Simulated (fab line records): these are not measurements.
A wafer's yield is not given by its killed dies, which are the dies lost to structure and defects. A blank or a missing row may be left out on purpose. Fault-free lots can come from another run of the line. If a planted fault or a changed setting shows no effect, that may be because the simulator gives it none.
fab line records + flow berkeley_cmos170
record
- lots=5
- wafers=15
- last_day=11
route steps=331 shown ZERO@11 NWELL@14
lots untouched by any fault: they come from a run of this same line in which no faults occurred
start_h: hours from the record's opening day to when the first of the lot's shown wafers began + wait_h: hours elapsed since this lot's preceding step + " same as the row above + L1.1+2: one row covering several wafers at once + - no value present, or no start provided + * or withheld: withheld + < > ~ a bound
route shown NAME@n: a module of which the file shows steps, and the number in the route of the first + usual: the fault-free wafers' mean and standard deviation + same: alike in all rows + chamber/n: place in a boat + sites: each site's reading + _std_site: their standard deviation + _edge_site: inner sites' mean taken away from outer sites' mean + radius_mm: how far each site lies from the wafer's centre + mask NAME#n: copy n + behind: the last tool/chamber to shape the wafer + hold: cause of the lot's hold/its duration in hours/its outcome + device: the n, p or np transistor that did not switch + end of line: the tests these same wafers got at the end of their route + step lacking rows: just its recipe + killed: not the wafer's yield, but the dies lost to structure and defects at the first sort + map: a wafer's dies, x killed, . not, _ none there
set.NAME: setting as actually run; set.NAME@STEP: the setting as run at that earlier step + model.NAME: the simulator's own value behind a step, which no gauge read
lots at selected steps of the route; one table per step, one row per wafer
services: from which hour (start_h, from the record's first day; less than 0 if before it) a tool's chamber was out of use, for how many hours, and why
## steps
# step UCB170_ZERO_DEVELOP_05
# recipe
- developer=TMAH
- develop_time_s=45
- resist=KrF
- dev_temp_c=21
# step UCB170_ZERO_ETCH_06
# recipe
- chemistry=CHF3/CF4/Ar
- target=SiO2
- time_s=12
- pressure_mtorr=100
- rf_w=500
- CHF3_flow_sccm=50
- cf4_flow_sccm=10
- Ar_flow_sccm=120
- over_etch_frac=1.58
# usual
- drypump_motor_current_A=5.9/0.49
- oes_product_au=0.613/0.0095
- throttle_valve_pct=9.21/0.15
| lot.wafer | tool        | chamber | start_h | wait_h | drypump_motor_current_A | oes_product_au | rf_hours_counter_h | throttle_valve_pct |
|-----------|-------------|---------|---------|--------|-------------------------|----------------|--------------------|--------------------|
| L859.2    | rie_diel-02 | 3       | 33.72   | -      | 6.4                     | 0.617          | 152                | 9.39               |
| L859.5    | "           | 2       | "       | "      | 6.6                     | 0.602          | -                  | 9.05               |
| L859.6    | "           | 3       | "       | "      | 6.4                     | 0.627          | -                  | 9.40               |
| L861.2    | rie_diel-01 | 1       | 43.01   | -      | 6.0                     | 0.605          | 150                | 9.39               |
| L861.3    | "           | 3       | "       | "      | 6.3                     | 0.615          | 169                | 9.04               |
| L861.4    | "           | 2       | "       | "      | 5.5                     | 0.605          | 141                | 9.27               |
| L869.2    | rie_diel-02 | 2       | 86.46   | -      | 6.6                     | 0.601          | 88                 | 9.04               |
| L869.3    | "           | 1       | "       | "      | 5.6                     | 0.606          | 107                | 8.94               |
| L869.4    | "           | 0       | "       | "      | 5.4                     | 0.612          | 4                  | 9.35               |
| L877.1    | rie_diel-01 | 3       | 129.13  | -      | 6.2                     | 0.621          | 2                  | 9.03               |
| L877.4    | "           | 2       | "       | "      | 5.4                     | 0.606          | 146                | 9.27               |
| L877.5    | "           | 3       | "       | "      | 6.2                     | 0.625          | -                  | 9.05               |
| L879.2    | rie_diel-01 | 3       | 131.83  | -      | 6.2                     | 0.622          | 2                  | 9.03               |
| L879.3    | "           | 1       | "       | "      | 6.0                     | 0.609          | 155                | 9.38               |
| L879.6    | "           | 3       | "       | "      | 6.3                     | 0.624          | -                  | 9.03               |
# step UCB170_ZERO_STRIP_07
# recipe
- chemistry=O2
- power_w=400
- pressure_mtorr=3500
- platen_temp_c=withheld
- o2_flow_sccm=400
- overash_fraction=0.5
# usual
- drypump_motor_current_A=5.9/0.53
- oes_product_au=0.727/0.0045
- strip_time_to_endpoint_s=21.51/0.077
| lot.wafer | tool            | chamber | start_h | wait_h | drypump_motor_current_A | oes_product_au | rf_hours_counter_h | strip_time_to_endpoint_s |
|-----------|-----------------|---------|---------|--------|-------------------------|----------------|--------------------|--------------------------|
| L859.2    | plasma_asher-03 | 1       | 33.74   | 0.0    | 5.6                     | 0.728          | 23                 | 21.43                    |
| L859.5    | "               | 0       | "       | "      | 5.2                     | 0.725          | -                  | 21.50                    |
| L859.6    | "               | 1       | "       | "      | 5.6                     | 0.725          | -                  | 21.52                    |
| L861.2    | plasma_asher-01 | 0       | 43.03   | 0.0    | 5.4                     | 0.728          | 33                 | 21.55                    |
| L861.3    | "               | 1       | "       | "      | 6.8                     | 0.736          | -                  | 21.53                    |
| L861.4    | "               | 0       | "       | "      | 5.4                     | 0.735          | -                  | 21.53                    |
| L869.2    | plasma_asher-02 | 1       | 86.48   | 0.0    | 5.9                     | 0.723          | 38                 | 21.42                    |
| L869.3    | "               | 1       | "       | "      | 5.9                     | 0.731          | -                  | 21.43                    |
| L869.4    | "               | 0       | "       | "      | 6.2                     | 0.730          | -                  | 21.43                    |
| L877.1    | plasma_asher-03 | 1       | 129.16  | 0.0    | 5.6                     | 0.727          | 34                 | 21.58                    |
| L877.4    | "               | 1       | "       | "      | 5.6                     | 0.724          | -                  | 21.58                    |
| L877.5    | "               | 1       | "       | "      | 5.6                     | 0.733          | -                  | 21.50                    |
| L879.2    | plasma_asher-01 | 0       | 131.85  | 0.0    | 5.4                     | 0.734          | 43                 | 21.52                    |
| L879.3    | "               | 1       | "       | "      | 6.9                     | 0.732          | -                  | 21.46                    |
| L879.6    | "               | 0       | "       | "      | 5.4                     | 0.732          | -                  | 21.47                    |
# step UCB170_NWELL_WET_ETCH_00
# recipe
- chemistry=dHF
- dilution=25:1
- target=SiO2
- temp_c=25
- time_s=200
# step UCB170_NWELL_OXIDATION_01
# recipe
- temp_c=1000
- ambient=O2
- target_thk_a=264
- ox_time_s=1260
# step UCB170_NWELL_THK_MEAS_02
# recipe
- reads=SiO2_of_NWELL_OXIDATION_01
# usual
- NWELL_OXIDE_THK=26.4/0.54
| lot.wafer | tool          | chamber | start_h | wait_h | NWELL_OXIDE_THK[nm] |
|-----------|---------------|---------|---------|--------|---------------------|
| L859.2    | film_metro-04 | -       | 40.11   | 0.0    | 26.3                |
| L859.5    | "             | -       | "       | "      | 26.3                |
| L859.6    | "             | -       | "       | "      | 26.3                |
| L861.2    | film_metro-04 | -       | 47.28   | 0.0    | 26.4                |
| L861.3    | "             | -       | "       | "      | 26.1                |
| L861.4    | "             | -       | "       | "      | 26.1                |
| L869.2    | film_metro-02 | -       | 91.43   | 0.0    | 26.5                |
| L869.3    | "             | -       | "       | "      | 26.1                |
| L869.4    | "             | -       | "       | "      | 25.8                |
| L877.1    | film_metro-04 | -       | 133.55  | 0.0    | 27.7                |
| L877.4    | "             | -       | "       | "      | 28.0                |
| L877.5    | "             | -       | "       | "      | 27.6                |
| L879.2    | film_metro-03 | -       | 133.56  | 0.0    | 26.6                |
| L879.3    | "             | -       | "       | "      | 26.7                |
| L879.6    | "             | -       | "       | "      | 26.9                |
# step UCB170_NWELL_ANNEAL_03
# recipe
- temp_c=1000
- time_s=900
- ambient=N2
# step UCB170_NWELL_CVD_04
# recipe
- material=Si3N4
- target_thk_nm=224
- temp_c=800
- precursor=SiH2Cl2/NH3
- time_s=3360
- pressure_mtorr=200
- sih2cl2_flow_sccm=25
- nh3_flow_sccm=75
# step UCB170_NWELL_THK_MEAS_05
# recipe
- reads=Si3N4_of_NWELL_CVD_04
# usual
- NWELL_NITRIDE_THK=223.7/1.7
| lot.wafer | tool          | chamber | start_h | wait_h | NWELL_NITRIDE_THK[nm] |
|-----------|---------------|---------|---------|--------|-----------------------|
| L859.2    | film_metro-02 | -       | 47.45   | 0.0    | 224.9                 |
| L859.5    | "             | -       | "       | "      | 223.7                 |
| L859.6    | "             | -       | "       | "      | 224.4                 |
| L861.2    | film_metro-03 | -       | 53.65   | 0.0    | 222.5                 |
| L861.3    | "             | -       | "       | "      | 223.9                 |
| L861.4    | "             | -       | "       | "      | 224.1                 |
| L869.2    | film_metro-03 | -       | 98.05   | 0.0    | 220.9                 |
| L869.3    | "             | -       | "       | "      | 222.9                 |
| L869.4    | "             | -       | "       | "      | 222.0                 |
| L877.1    | film_metro-02 | -       | 140.16  | 0.0    | 224.8                 |
| L877.4    | "             | -       | "       | "      | 225.2                 |
| L877.5    | "             | -       | "       | "      | 223.8                 |
| L879.2    | film_metro-04 | -       | 140.17  | 0.0    | 219.4                 |
| L879.3    | "             | -       | "       | "      | 220.1                 |
| L879.6    | "             | -       | "       | "      | 220.7                 |
# step UCB170_NWELL_HMDS_06
# recipe
- prime_time_s=60
- prime_temp_c=100
# step UCB170_NWELL_COAT_07
# recipe
- resist=KrF
- spin_rpm=1500
- resist_thk_nm=900
# step UCB170_NWELL_SOFTBAKE_08
# recipe
- resist=KrF
- temp_c=130
- time_s=60
# step UCB170_NWELL_EXPOSE_09
# recipe
- mask_id=NWELL
- target_cd_nm=3000
- na=0.5
- sigma_outer=0.6
- source_shape=conventional
- dose_mj=25
| lot.wafer  | tool           | chamber | start_h | wait_h | mask    |
|------------|----------------|---------|---------|--------|---------|
| L859.2+5+6 | krf_scanner-01 | 0       | 48.31   | 0.2    | NWELL#0 |
| L861.2+3+4 | krf_scanner-01 | 0       | 54.16   | 0.1    | PWELL#0 |
| L869.2+3+4 | krf_scanner-01 | 0       | 98.94   | 0.2    | NWELL#0 |
| L879.2+3+6 | krf_scanner-02 | 0       | 140.81  | 0.2    | NWELL#0 |
| L877.1+4+5 | krf_scanner-02 | 0       | 140.91  | 0.4    | NWELL#0 |
# step UCB170_NWELL_PEB_10
# recipe
- peb_temp_c=130
- peb_time_s=withheld
- resist=KrF
# step UCB170_NWELL_DEVELOP_11
# recipe
- developer=TMAH
- develop_time_s=45
- resist=KrF
- dev_temp_c=21
# step UCB170_NWELL_OVL_MEAS_12
# usual
- NWELL_OVL=-1/4.6
| lot.wafer | tool       | chamber | start_h | wait_h | NWELL_OVL[nm] |
|-----------|------------|---------|---------|--------|---------------|
| L859.2    | overlay-02 | -       | 49.17   | -      | 1             |
| L859.5    | "          | -       | "       | "      | 0             |
| L859.6    | "          | -       | "       | "      | -5            |
| L861.2    | overlay-01 | -       | 54.54   | -      | -             |
| L861.3    | "          | -       | "       | "      | -             |
| L861.4    | "          | -       | "       | "      | -             |
| L869.2    | overlay-01 | -       | 99.95   | -      | -8            |
| L869.3    | "          | -       | "       | "      | -6            |
| L869.4    | "          | -       | "       | "      | -6            |
| L879.2    | overlay-01 | -       | 141.19  | -      | 0             |
| L879.3    | "          | -       | "       | "      | -6            |
| L879.6    | "          | -       | "       | "      | -7            |
| L877.1    | overlay-02 | -       | 141.30  | -      | 2             |
| L877.4    | "          | -       | "       | "      | 2             |
| L877.5    | "          | -       | "       | "      | 3             |
# step UCB170_NWELL_ETCH_13
# recipe
- chemistry=CH3F/Ar/O2
- target=Si3N4
- stop_on=SiO2
- CH3F_flow_sccm=20
- Ar_flow_sccm=50
- O2_flow_sccm=7
- pressure_mtorr=50
- rf_w=450
- target_depth_a=2464
- over_etch_frac=0.1
- time_s=154
# usual
- drypump_motor_current_A=5.9/0.48
- oes_product_au=0.935/0.015
- throttle_valve_pct=8.04/0.14
| lot.wafer | tool        | chamber | start_h | wait_h | drypump_motor_current_A | oes_product_au | rf_hours_counter_h | throttle_valve_pct |
|-----------|-------------|---------|---------|--------|-------------------------|----------------|--------------------|--------------------|
| L859.2    | rie_diel-03 | 2       | 49.20   | 0.0    | 5.3                     | 0.916          | 3                  | 8.19               |
| L859.5    | "           | 3       | "       | "      | 6.5                     | 0.947          | -                  | 7.95               |
| L859.6    | "           | 0       | "       | "      | 5.5                     | 0.947          | -                  | 8.13               |
| L861.2    | rie_diel-04 | 3       | 54.57   | 0.0    | 6.5                     | 0.958          | 26                 | 8.02               |
| L861.3    | "           | 1       | "       | "      | 5.9                     | 0.935          | 37                 | 8.03               |
| L861.4    | "           | 0       | "       | "      | 5.7                     | 0.930          | 87                 | 8.22               |
| L869.2    | rie_diel-02 | 2       | 99.98   | 0.0    | 6.6                     | 0.912          | 89                 | 7.84               |
| L869.3    | "           | 3       | "       | "      | 6.4                     | 0.956          | 155                | 8.19               |
| L869.4    | "           | 2       | "       | "      | 6.5                     | 0.908          | -                  | 7.87               |
| L879.2    | rie_diel-04 | 3       | 141.22  | 0.0    | 6.5                     | 0.947          | 29                 | 8.00               |
| L879.3    | "           | 0       | "       | "      | 5.7                     | 0.922          | 92                 | 8.20               |
| L879.6    | "           | 0       | "       | "      | 5.7                     | 0.920          | -                  | 8.21               |
| L877.1    | rie_diel-03 | 0       | 141.34  | 0.0    | 5.5                     | 0.950          | 99                 | 8.14               |
| L877.4    | "           | 3       | "       | "      | 6.5                     | 0.950          | 129                | 7.95               |
| L877.5    | "           | 3       | "       | "      | 6.5                     | 0.941          | -                  | 7.94               |
# step UCB170_NWELL_IMPLANT_14
# recipe
- species=P
- dose_cm2=1e+13
- energy_kev=150
- tilt_deg=7
# step UCB170_NWELL_STRIP_15
# recipe
- chemistry=O2
- power_w=400
- pressure_mtorr=3500
- platen_temp_c=withheld
- o2_flow_sccm=400
- overash_fraction=0.5
# usual
- drypump_motor_current_A=5.9/0.63
- oes_product_au=0.721/0.0044
- strip_time_to_endpoint_s=18.02/0.083
| lot.wafer | tool            | chamber | start_h | wait_h | drypump_motor_current_A | oes_product_au | rf_hours_counter_h | strip_time_to_endpoint_s |
|-----------|-----------------|---------|---------|--------|-------------------------|----------------|--------------------|--------------------------|
| L859.2    | plasma_asher-04 | 1       | 49.46   | 0.1    | 6.5                     | 0.720          | 33                 | 18.00                    |
| L859.5    | "               | 1       | "       | "      | 6.5                     | 0.715          | -                  | 17.98                    |
| L859.6    | "               | 0       | "       | "      | 5.4                     | 0.714          | -                  | 18.04                    |
| L861.2    | plasma_asher-01 | 1       | 54.82   | 0.1    | 6.8                     | 0.723          | 34                 | 18.13                    |
| L861.3    | "               | 0       | "       | "      | 5.4                     | 0.721          | -                  | 18.06                    |
| L861.4    | "               | 1       | "       | "      | 6.8                     | 0.718          | -                  | 18.16                    |
| L869.2    | plasma_asher-01 | 1       | 100.24  | 0.1    | 6.8                     | 0.721          | 39                 | 18.02                    |
| L869.3    | "               | 0       | "       | "      | 5.4                     | 0.719          | -                  | 18.12                    |
| L869.4    | "               | 1       | "       | "      | 6.8                     | 0.724          | -                  | 17.95                    |
| L879.2    | plasma_asher-01 | 0       | 141.47  | 0.1    | 5.4                     | 0.716          | 45                 | 18.02                    |
| L879.3    | "               | 0       | "       | "      | 5.4                     | 0.719          | -                  | 17.97                    |
| L879.6    | "               | 0       | "       | "      | 5.4                     | 0.725          | -                  | 18.05                    |
| L877.1    | plasma_asher-04 | 0       | 141.59  | 0.1    | 5.4                     | 0.720          | 2                  | 18.15                    |
| L877.4    | "               | 1       | "       | "      | 6.5                     | 0.724          | -                  | 18.04                    |
| L877.5    | "               | 0       | "       | "      | 5.4                     | 0.723          | -                  | 18.06                    |
# step UCB170_NWELL_TW_MEAS_16
# usual
- NWELL_TW=1243/16
| lot.wafer | tool          | chamber | start_h | wait_h | NWELL_TW |
|-----------|---------------|---------|---------|--------|----------|
| L859.2    | film_metro-02 | -       | 49.57   | 0.1    | 1249     |
| L859.5    | "             | -       | "       | "      | 1250     |
| L859.6    | "             | -       | "       | "      | 1242     |
| L861.2    | film_metro-04 | -       | 54.93   | 0.1    | 30       |
| L861.3    | "             | -       | "       | "      | 30       |
| L861.4    | "             | -       | "       | "      | 30       |
| L869.2    | film_metro-02 | -       | 100.35  | 0.1    | 1254     |
| L869.3    | "             | -       | "       | "      | 1254     |
| L869.4    | "             | -       | "       | "      | 1255     |
| L879.2    | film_metro-02 | -       | 141.58  | 0.1    | 1246     |
| L879.3    | "             | -       | "       | "      | 1239     |
| L879.6    | "             | -       | "       | "      | 1248     |
| L877.1    | film_metro-04 | -       | 141.69  | 0.1    | 1224     |
| L877.4    | "             | -       | "       | "      | 1227     |
| L877.5    | "             | -       | "       | "      | 1224     |
# step UCB170_NWELL_CLEAN_17
# recipe
- chemistry=SPM
- temp_c=120
- time_s=600
## services
| tool            | chamber | start_h | hours | kind           |
|-----------------|---------|---------|-------|----------------|
| krf_scanner-02  | -       | 25.68   | 1.0   | pm             |
| plasma_asher-01 | -       | 33.69   | 2.8   | pm             |
| rie_diel-03     | 1       | 38.44   | 5.5   | repair         |
| rie_diel-02     | 2       | 45.46   | 6.3   | repair         |
| plasma_asher-01 | -       | 48.20   | 0.6   | repair         |
| plasma_asher-04 | -       | 55.84   | 4.3   | pm             |
| rie_diel-01     | 3       | 69.31   | -     | clean          |
| rie_diel-01     | 3       | 69.31   | 23.0  | scheduled_down |
| rie_diel-01     | 3       | 69.31   | 23.0  | vent_cycle     |
| rie_diel-04     | 1       | 74.80   | 2.7   | repair         |
| rie_diel-02     | 0       | 87.83   | 29.0  | repair         |
| rie_diel-04     | 2       | 91.93   | 2.9   | repair         |
| krf_scanner-01  | -       | 93.52   | 4.0   | pm             |
| krf_scanner-01  | 0       | 96.12   | -     | calibration    |
| krf_scanner-02  | -       | 97.54   | 4.0   | pm             |
| krf_scanner-02  | -       | 104.14  | 0.1   | repair         |
| rie_diel-02     | 3       | 105.81  | 4.9   | repair         |
| rie_diel-02     | 1       | 107.73  | 2.4   | repair         |
| plasma_asher-04 | -       | 108.75  | 9.0   | pm             |
| krf_scanner-01  | -       | 112.49  | 0.8   | pm             |
| rie_diel-04     | 3       | 121.91  | 8.7   | repair         |
| rie_diel-02     | 3       | 134.58  | -     | clean          |
| rie_diel-02     | 3       | 134.58  | 23.2  | scheduled_down |
| krf_scanner-02  | -       | 134.80  | 1.3   | pm             |
## key
first_sign
- step=UCB170_NWELL_EXPOSE_09
- reading=mask
- direction=changed
effect
- step=UCB170_NWELL_OVL_MEAS_12
- reading=NWELL_OVL
- direction=missing
effect
- step=UCB170_NWELL_TW_MEAS_16
- reading=NWELL_TW
- direction=down
- sigmas=76
- usual=1243
- struck=30
met_at UCB170_NWELL_EXPOSE_09
struck_wafers L861.2,L861.3,L861.4
later_rows_left_out L861.2,L861.3,L861.4
sort_left_out L861.2,L861.3,L861.4
tester_left_out L861
onset_between 48.31 54.16
fault
- kind=wrong_mask
- tool=any
- chamber=-
- onset_h=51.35
- steps=UCB170_NWELL_EXPOSE_09
- aux_copy=PWELL#0
- scope=struck_lots_only
# tester_left_out: of these lots the tester's yield and bins aren't shown, on N5 and GAA mostly nor the transistor test; their killed dies are dies lost to structure and defects alone, not to doping, threshold or leakage, so they don't give the yield
# sort_left_out: the simulated sort isn't trusted on such a fault, so these wafers' sort isn't shown, and their yield isn't known
# later_rows_left_out: the simulator's readings of these wafers behind a module that went badly wrong aren't trusted and aren't shown, but for the sort
